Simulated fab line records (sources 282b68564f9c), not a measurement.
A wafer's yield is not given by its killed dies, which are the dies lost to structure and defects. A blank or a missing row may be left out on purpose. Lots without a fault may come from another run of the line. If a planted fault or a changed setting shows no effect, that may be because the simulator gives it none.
Which tool did it? | flow rit cmos | 13 lots with 39 wafers sampled at 5 steps, on a route of 202 steps

## WHAT THE GAUGES READ, wafer by wafer
No reading from a measuring or inspecting step in the record can be judged against a usual standard deviation.

## WHAT TOOL EACH LOT RAN ON (gives the tool, then ch and the chambers of the sampled wafers, and finally the start)
lot  | RIT_PWELL_EXPOSE_03                | RIT_GATE_ETCH_19                | RIT_GATE_STRIP_20                   | RIT_PSD_STRIP_09                    | RIT_M1_PROBE_99
L738 | iline stepper-01 ch 0, day 2 06:14 | rie si-01 ch 0,1, day 2 23:48   | plasma asher-01 ch 0,1, day 2 23:55 | plasma asher-01 ch 0,1, day 3 11:39 | prober-01, day 3 19:49
L740 | iline stepper-01 ch 0, day 2 11:35 | rie si-01 ch 0,3, day 3 03:41   | plasma asher-01 ch 0,1, day 3 03:48 | plasma asher-01 ch 0,1, day 3 15:55 | prober-01, day 4 00:25
L741 | iline stepper-01 ch 0, day 2 15:07 | rie si-02 ch 2,3, day 3 06:20   | plasma asher-03 ch 0,1, day 3 06:26 | plasma asher-03 ch 0,1, day 3 20:22 | prober-02, day 4 05:16
L742 | iline stepper-02 ch 0, day 3 02:03 | rie si-01 ch 0,2,3, day 3 20:56 | plasma asher-03 ch 0,1, day 3 21:03 | plasma asher-03 ch 0,1, day 4 10:13 | prober-01, day 4 20:08
L746 | iline stepper-02 ch 0, day 3 15:40 | rie si-01 ch 0,1,2, day 4 06:15 | plasma asher-01 ch 0,1, day 4 06:22 | plasma asher-04 ch 0,1, day 4 19:53 | prober-02, day 5 04:06
L748 | iline stepper-01 ch 0, day 4 00:45 | rie si-01 ch 0,1,2, day 4 16:11 | plasma asher-04 ch 0,1, day 4 16:18 | plasma asher-03 ch 0,1, day 5 04:39 | prober-02, day 5 12:46
L751 | iline stepper-01 ch 0, day 4 16:22 | rie si-02 ch 2,3, day 5 09:37   | plasma asher-03 ch 0,1, day 5 09:47 | plasma asher-01 ch 0,1, day 5 23:14 | prober-01, day 6 07:22
L753 | iline stepper-01 ch 0, day 5 02:07 | rie si-02 ch 0,2,3, day 5 20:11 | plasma asher-04 ch 0,1, day 5 20:18 | plasma asher-03 ch 0,1, day 6 07:45 | prober-01, day 6 15:38
L756 | iline stepper-01 ch 0, day 5 16:12 | rie si-01 ch 1,3, day 6 13:26   | plasma asher-01 ch 0,1, day 6 13:32 | plasma asher-01 ch 0,1, day 7 04:19 | prober-02, day 7 12:20
L757 | iline stepper-01 ch 0, day 5 23:22 | rie si-02 ch 0,1,2, day 6 23:35 | plasma asher-04 ch 0,1, day 6 23:41 | plasma asher-04 ch 0,1, day 7 11:15 | prober-01, day 7 19:44
L758 | iline stepper-02 ch 0, day 6 04:34 | rie si-01 ch 1,3, day 7 01:49   | plasma asher-04 ch 0,1, day 7 01:55 | plasma asher-03 ch 0,1, day 7 14:54 | prober-02, day 7 23:04
L759 | iline stepper-02 ch 0, day 6 12:02 | rie si-02 ch 0,3, day 7 10:05   | plasma asher-01 ch 0,1, day 7 10:11 | plasma asher-03 ch 0,1, day 7 21:49 | prober-01, day 8 05:58
L761 | iline stepper-01 ch 0, day 7 00:50 | rie si-02 ch 0,1,2, day 7 19:28 | plasma asher-01 ch 0, day 7 19:34   | plasma asher-01 ch 1, day 8 08:52   | prober-01, day 8 16:47
- RIT_PWELL_EXPOSE_03: exposes mask M3, target cd 43700 nm.
- RIT_GATE_ETCH_19: etches poly-Si in SF6/CHF3/O2, stops on SiO2, time 165 s, target depth 312.5 nm.
- RIT_GATE_STRIP_20: strips in O2, time 180 s.
- RIT_PSD_STRIP_09: strips in O2, time 180 s.
- RIT_M1_PROBE_99

## AS READ BY THE TOOLS THEMSELVES (means over the sampled wafers that have a number; for cases with no such wafer, the mark the record gives instead)
RIT_GATE_ETCH_19.
lot  | tool      | drypump motor current A (A) | oes product au (a.u.) | rf fwd power W (W) | throttle valve pct (%)
L738 | rie si-01 | 5.8                         | 0.861                 | 159.5              | 10.22
L740 | rie si-01 | 5.6                         | 0.844                 | 159.9              | 10.21
L741 | rie si-02 | 6.3                         | 0.853                 | 159.1              | 10.47
L742 | rie si-01 | 5.7                         | 0.841                 | 159.2              | 10.19
L746 | rie si-01 | 5.8                         | 0.857                 | 159.2              | 10.16
L748 | rie si-01 | 5.8                         | 0.857                 | 159.6              | 10.15
L751 | rie si-02 | 6.3                         | 0.870                 | 159.3              | 10.48
L753 | rie si-02 | 6.2                         | 0.855                 | 159.7              | 10.37
L756 | rie si-01 | 5.6                         | 0.847                 | 159.4              | 10.30
L757 | rie si-02 | 6.2                         | 0.856                 | 159.2              | 10.36
L758 | rie si-01 | 5.7                         | 0.852                 | 159.8              | 10.27
L759 | rie si-02 | 5.9                         | 0.844                 | 159.3              | 10.28
L761 | rie si-02 | 6.2                         | 0.852                 | 159.6              | 10.36

RIT_GATE_STRIP_20.
lot  | tool            | drypump motor current A (A)
L738 | plasma asher-01 | 5.3
L740 | plasma asher-01 | 5.4
L741 | plasma asher-03 | 6.0
L742 | plasma asher-03 | 6.0
L746 | plasma asher-01 | 5.2
L748 | plasma asher-04 | 6.2
L751 | plasma asher-03 | 5.9
L753 | plasma asher-04 | 6.2
L756 | plasma asher-01 | 5.2
L757 | plasma asher-04 | 6.2
L758 | plasma asher-04 | 6.3
L759 | plasma asher-01 | 5.3
L761 | plasma asher-01 | 5.6

RIT_PSD_STRIP_09.
lot  | tool            | drypump motor current A (A)
L738 | plasma asher-01 | 5.4
L740 | plasma asher-01 | 5.2
L741 | plasma asher-03 | 6.0
L742 | plasma asher-03 | 6.0
L746 | plasma asher-04 | 6.2
L748 | plasma asher-03 | 6.0
L751 | plasma asher-01 | 5.3
L753 | plasma asher-03 | 5.9
L756 | plasma asher-01 | 5.4
L757 | plasma asher-04 | 6.2
L758 | plasma asher-03 | 5.9
L759 | plasma asher-03 | 6.0
L761 | plasma asher-01 | 5.0

RIT_M1_PROBE_99.
lot  | tool      | killed_at_M0_to_M3 | killed at contacts | killed at front end | killed dies | killed open | killed short
L738 | prober-01 | 0.0                | 0.3                | 9                   | 10          | 6.3         | 3.3
L740 | prober-01 | 0.0                | 0.0                | 7                   | 7           | 5.3         | 2.0
L741 | prober-02 | 0.0                | 0.0                | 6                   | 6           | 2.7         | 3.7
L742 | prober-01 | 0.0                | 0.0                | 6                   | 6           | 3.7         | 2.0
L746 | prober-02 | 0.0                | 0.0                | 3                   | 3           | 1.3         | 1.3
L748 | prober-02 | 0.0                | 0.0                | 8                   | 8           | 3.0         | 4.7
L751 | prober-01 | 0.0                | 0.3                | 4                   | 4           | 3.3         | 1.0
L753 | prober-01 | 0.0                | 0.0                | 6                   | 6           | 2.0         | 4.3
L756 | prober-02 | 0.0                | 0.0                | 10                  | 10          | 5.7         | 4.0
L757 | prober-01 | 0.0                | 0.0                | 8                   | 8           | 2.0         | 5.7
L758 | prober-02 | 0.0                | 0.0                | 9                   | 9           | 4.3         | 5.0
L759 | prober-01 | 0.3                | 0.0                | 8                   | 9           | 3.7         | 5.0
L761 | prober-01 | 0.0                | 0.3                | 11                  | 11          | 4.0         | 7.0

## THE ANSWER, worked out from the rows above alone
Rule: the lots themselves supply what counts as usual. Put in order of their means at a reading, lots are off if they are a third of the lots or fewer, leave a main group of 4 or more, and stand apart from it by a gap of 3 or more times the standard deviation of the main group's means; of several such gaps the widest counts. If all means in a main group match to the digits the tables above print for the reading, that group is not used. Also off: a lot with no number at a reading for which 4 or more lots have one. All remaining lots with rows at the step are treated as sound. The gauges are gone through in route order, then the tools' own readings, and for those a lot's mean is taken as printed above. At the first step where some lot is off, the reading lying furthest off is the one used; lots without a number count as furthest.
None of the lots is off at any reading shown; this tells nothing.

## WHAT HAD BEEN PUT IN BY THE SIMULATOR
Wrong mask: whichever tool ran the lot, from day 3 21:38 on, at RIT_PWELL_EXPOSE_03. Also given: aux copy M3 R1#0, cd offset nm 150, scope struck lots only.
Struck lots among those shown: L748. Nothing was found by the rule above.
